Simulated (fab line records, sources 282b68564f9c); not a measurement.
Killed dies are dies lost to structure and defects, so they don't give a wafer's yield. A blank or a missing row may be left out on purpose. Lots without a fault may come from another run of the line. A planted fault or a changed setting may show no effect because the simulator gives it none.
A struck lot beside a sound one | flow rit_cmos | 17 steps out of a route of 202
Sound: wafers L768.1, L768.5, L768.6. Struck: wafers L757.2, L757.4, L757.5. The cause comes at the end.
At each step with rows: each side's tool, then ch and its chambers, then its first start. Under that, the readings that differ: sound wafers | struck wafers | difference of the means | sigmas: that difference in standard deviations of wafers without a fault.
alike: readings whose means differ by less than 2 such deviations, and words and numbers that are the same on both sides. not compared: withheld readings, readings that some wafer has no value for, bounds like >300 that may hide the same value, and numbers for which the record gives no deviation and whose values overlap.
The two part at a step that has a row with sigmas, a row that says differs or no value, or rows on one side only. Numbers that don't overlap but have no deviation are shown without sigmas and don't part them. A reading that every wafer of one side lacks parts them only if that side has two wafers or more.

first, 2 steps without rows for these wafers: RIT_NRETRO_HARDBAKE_07 (time 120 s); RIT_NRETRO_IMPLANT_08.
RIT_NRETRO_STRIP_09: strips in O2, time 180 s.
  sound on plasma_asher-04 ch 0,1, day 5 15:53; struck on plasma_asher-02 ch 0,1, day 3 08:09
  alike: drypump_motor_current_A, rf_refl_power_W
  not compared: rf_hours_counter_h
RIT_NRETRO_TW_MEAS_10:
  sound on film_metro-01, day 5 16:04; struck on film_metro-02, day 3 08:20
  alike: NRETRO_TW
then, 6 steps without rows for these wafers: RIT_PRETRO_HMDS_00 (prime time 60 s); RIT_PRETRO_COAT_01 (resist thk 1300 nm); RIT_PRETRO_SOFTBAKE_02 (time 60 s); RIT_PRETRO_EXPOSE_03 (exposes mask M5, target cd 43700 nm); RIT_PRETRO_PEB_04; RIT_PRETRO_DEVELOP_05 (develop time 68 s).
RIT_PRETRO_OVL_MEAS_06:
  sound on overlay-01, day 5 17:00; struck on overlay-02, day 3 09:16
  alike: PRETRO_OVL
then, 1 step without rows for these wafers: RIT_PRETRO_HARDBAKE_07 (time 120 s).
RIT_PRETRO_IMPLANT_08:
  sound on implanter-02 ch 0, day 5 17:17; struck on implanter-03 ch 0, day 3 09:34
  reading                   | sound                | struck               | difference | sigmas
  beam_energy_keV           | 45.001 44.994 44.974 | 54.892 54.886 54.899 | +9.903     | +99 or more
  model.implant.rp_nm (nm)  | 146.1 146.1 146.1    | 173.3 173.3 173.3    | +27.2      |
  model.implant.drp_nm (nm) | 55.07 55.07 55.07    | 61.68 61.68 61.68    | +6.61      |
RIT_PRETRO_STRIP_09: strips in O2, time 180 s.
  sound on plasma_asher-01 ch 0,1, day 5 17:26; struck on plasma_asher-01 ch 0,1, day 3 09:42
  alike: drypump_motor_current_A, rf_refl_power_W
  not compared: rf_hours_counter_h
RIT_PRETRO_TW_MEAS_10:
  sound on film_metro-02, day 5 17:37; struck on film_metro-02, day 3 09:53
  reading   | sound       | struck      | difference | sigmas
  PRETRO_TW | 472 468 474 | 486 485 484 | +14        | +3
then, 1 step without rows for these wafers: RIT_GATE_WET_ETCH_00 (etches SiO2 in BOE, target depth 56 nm, time 60 s).
RIT_M1_PROBE_99:
  sound on prober-01, day 6 21:11; struck on prober-02, day 4 10:58
  reading                                    | sound                | struck               | difference | sigmas
  model.etest.nmos_turned.drive_ua_um        | 323 332.1 337.1      | 345.9 352.9 353      | +19.9      |
  model.etest.nmos_0p3.drive_ua_um           | 226 229 231.6        | 234.6 238.4 234.7    | +7.0       |
  model.etest.retro_edge_nmos.off_log10_a_um | -9.825 -9.455 -9.822 | -9.424 -9.357 -9.073 | +0.416     |
  alike: killed_at_contacts, killed_at_front_end, killed_dies, killed_open, killed_short
  not compared: model.etest.nmos_0p3.r_on_ohm_um, model.etest.nmos_0p15.drive_ua_um, model.etest.nmos_narrow.drive_ua_um, model.etest.nmos_0p15.off_log10_a_um, model.etest.ring.quiet_log10_a

WHERE THEY PART
First at RIT_PRETRO_IMPLANT_08; last, within this record, at RIT_PRETRO_TW_MEAS_10. Later steps at which nothing parts them and some readings are alike: RIT_M1_PROBE_99.

WHY: what the simulator had put in
Process parameter drift: implanter-03, from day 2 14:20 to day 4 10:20, at RIT_PRETRO_IMPLANT_08. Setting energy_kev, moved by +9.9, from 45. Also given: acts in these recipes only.
